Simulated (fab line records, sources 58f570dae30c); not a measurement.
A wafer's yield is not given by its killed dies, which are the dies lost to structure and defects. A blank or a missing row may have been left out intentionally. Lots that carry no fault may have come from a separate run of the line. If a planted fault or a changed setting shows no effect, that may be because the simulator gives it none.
2 desks, one fault | flow berkeleyCmos170 | every desk sees just its own numbers, and what lay behind them comes last

## AT THE TOOL OWNER'S DESK: lithoTrack-03
At UCB170_NWELL_SOFTBAKE_08 (time 60 s), the tool's own readings, given per lot that ran on this tool as the mean of the sampled wafers with a number. If a lot's mean is further than 4 standard deviations from the usual mean, the lot is out of limits and carries the mark OUT (the distance appears in the brackets).
Columns: A = runLengthS at UCB170_NWELL_SOFTBAKE_08, usual 89.12 s
lot  | first seen here | A
L301 | day 3 02:59     | 88.82
L302 | day 3 09:57     | 88.90
L311 | day 4 19:15     | 93.59 (+15) OUT
L312 | day 5 02:40     | 93.64 (+15) OUT
This desk finds L311, L312 out of limits, L311 being first, at day 4 19:15 (runLengthS at UCB170_NWELL_SOFTBAKE_08). L301, L302 stayed within limits.

## THE METROLOGY DESK
Lot by lot, what the gauges showed, no matter which tool ran the lot: averages of those sampled wafers that carry a number. If a lot's mean is further than 4 standard deviations from the usual mean, the lot is out of limits and carries the mark OUT (the distance appears in the brackets).
Columns: A = START_OXIDE_THK at UCB170_START_THK_MEAS_03, usual 20.1 nm; B = SCREENOX_OXIDE_THK at UCB170_SCREENOX_THK_MEAS_02, usual 14.36 nm
lot  | first seen here | A    | B
L298 | day 1 14:41     | 20.1 | 13.67
L299 | day 1 20:29     | 19.7 | 14.50
L300 | day 2 05:37     | 20.0 | 14.37
L301 | day 2 05:37     | 20.6 | 14.33
L302 | day 2 14:24     | 20.2 | 14.30
L304 | day 2 23:40     | 20.3 | 14.18
L306 | day 3 05:43     | 20.1 | 14.62
L309 | day 3 23:52     | 20.4 | 14.35
L310 | day 3 23:53     | 20.3 | 14.48
L311 | day 4 06:41     | 20.1 | 14.46
L312 | day 4 10:55     | 19.5 | 14.40
L317 | day 5 12:32     | 19.7 | 14.50
L318 | day 5 18:55     | 20.0 | 14.32
L319 | day 6 01:36     | 19.9 | 14.31
Finding of this desk: none of the 14 lots has anything out of limits.

## PUT TOGETHER
The tool owner's desk had the chance to raise an alarm at day 4 19:15 on L311, L312.
Nothing out of limits was seen by the metrology desk.
The metrology desk holds a record of L311, L312, inside its limits.
All the named lots went through UCB170_NWELL_SOFTBAKE_08 on lithoTrack-03.

## WHAT THE SIMULATOR HAD INSERTED
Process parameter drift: lithoTrack-03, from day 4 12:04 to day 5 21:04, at UCB170_NWELL_SOFTBAKE_08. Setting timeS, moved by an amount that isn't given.
Lots struck among those shown: L311, L312.
Time in hours from fault onset to the first out-of-limits reading at each desk: the tool owner's desk, 7.
